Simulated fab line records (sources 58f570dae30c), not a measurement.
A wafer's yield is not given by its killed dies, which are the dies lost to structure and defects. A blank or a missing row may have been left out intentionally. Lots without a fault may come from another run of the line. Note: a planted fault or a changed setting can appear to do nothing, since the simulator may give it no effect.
Matching of chambers + flow berkeley_cmos170 + rie_diel-04 running UCB170_M3_ETCH_17: 4 sister chambers
The step etches BARC in N2/H2. 22 wafers are shown with their chamber, then 11 later ones without.

== WAFERS WITH THEIR CHAMBER ==
| wafer  | chamber | drypump_motor_current_A (A) | throttle_valve_pct (%) | oes_product_au (a.u.) |
|--------|---------|-----------------------------|------------------------|-----------------------|
| L623.2 | 2       | 6.7                         | 13.36                  | 0.992                 |
| L623.5 | 0       | 5.9                         | 13.53                  | 1.034                 |
| L623.6 | 3       | 5.4                         | 13.53                  | 1.010                 |
| L622.2 | 1       | 6.1                         | 13.13                  | 1.002                 |
| L622.4 | 3       | 5.4                         | 13.53                  | 1.004                 |
| L622.5 | 0       | 5.9                         | 13.50                  | 1.019                 |
| L621.2 | 2       | 6.7                         | 13.36                  | 0.993                 |
| L621.5 | 3       | 5.4                         | 13.52                  | 0.995                 |
| L621.6 | 2       | 6.7                         | 13.36                  | 0.994                 |
| L625.1 | 0       | 5.9                         | 13.51                  | 1.025                 |
| L625.2 | 2       | 6.7                         | 13.36                  | 1.002                 |
| L625.5 | 1       | 6.1                         | 13.13                  | 1.000                 |
| L626.1 | 2       | 6.7                         | 13.34                  | 1.002                 |
| L626.4 | 2       | 6.7                         | 13.35                  | 1.000                 |
| L626.6 | 0       | 5.9                         | 13.54                  | 1.024                 |
| L627.1 | 0       | 5.9                         | 13.52                  | 1.035                 |
| L627.2 | 1       | 6.0                         | 13.13                  | 0.994                 |
| L627.6 | 0       | 5.9                         | 13.52                  | 1.041                 |
| L629.1 | 1       | 6.0                         | 13.15                  | 0.995                 |
| L629.3 | 3       | 5.4                         | 13.52                  | 0.991                 |
| L629.5 | 1       | 6.1                         | 13.14                  | 0.985                 |
| L633.1 | 0       | 5.9                         | 13.51                  | 1.035                 |

SIGNATURES, as means of the wafers listed above
| reading                 | chamber 0 | chamber 1 | chamber 2 | chamber 3 | scatter within a chamber |
|-------------------------|-----------|-----------|-----------|-----------|--------------------------|
| drypump_motor_current_A | 5.900     | 6.060     | 6.700     | 5.400     | 0.0258                   |
| throttle_valve_pct      | 13.5186   | 13.1360   | 13.3550   | 13.5250   | 0.0102                   |
| oes_product_au          | 1.03043   | 0.99520   | 0.99717   | 1.00000   | 0.00697                  |
Rule: for a wafer and a chamber, the distance is found by dividing, reading by reading, the gap between the wafer's reading and the chamber's mean by the reading's scatter, squaring, summing and taking the root. If the next closest chamber is less than 2 further off than the closest, the wafer can't be placed; otherwise it belongs to the closest. The scatter: take each reading less its chamber's mean, square it, sum over the shown wafers, divide by the number of wafers less the number of chambers, and take the root.

== WAFERS WITHOUT THEIR CHAMBER ==
| wafer  | drypump_motor_current_A (A) | throttle_valve_pct (%) | oes_product_au (a.u.) |
|--------|-----------------------------|------------------------|-----------------------|
| L633.3 | 6.0                         | 13.14                  | 1.004                 |
| L633.6 | 6.0                         | 13.13                  | 0.998                 |
| L635.1 | 5.9                         | 13.51                  | 1.014                 |
| L635.3 | 5.4                         | 13.53                  | 1.000                 |
| L635.5 | 5.9                         | 13.53                  | 1.033                 |
| L637.2 | 6.1                         | 13.14                  | 1.003                 |
| L637.4 | 5.9                         | 13.52                  | 1.022                 |
| L637.5 | 5.4                         | 13.54                  | 1.014                 |
| L639.1 | 5.4                         | 13.53                  | 1.007                 |
| L639.3 | 6.7                         | 13.36                  | 0.995                 |
| L639.4 | 5.9                         | 13.52                  | 1.022                 |

== WHICH CHAMBER EACH ONE RAN IN ==
| wafer  | from the rows above | in truth |
|--------|---------------------|----------|
| L633.3 | 1                   | 1        |
| L633.6 | 1                   | 1        |
| L635.1 | 0                   | 0        |
| L635.3 | 3                   | 3        |
| L635.5 | 0                   | 0        |
| L637.2 | 1                   | 1        |
| L637.4 | 0                   | 0        |
| L637.5 | 3                   | 3        |
| L639.1 | 3                   | 3        |
| L639.3 | 2                   | 2        |
| L639.4 | 0                   | 0        |
Correctly placed: 11 of 11. Not placeable from these rows: 0. Placed wrongly: 0.
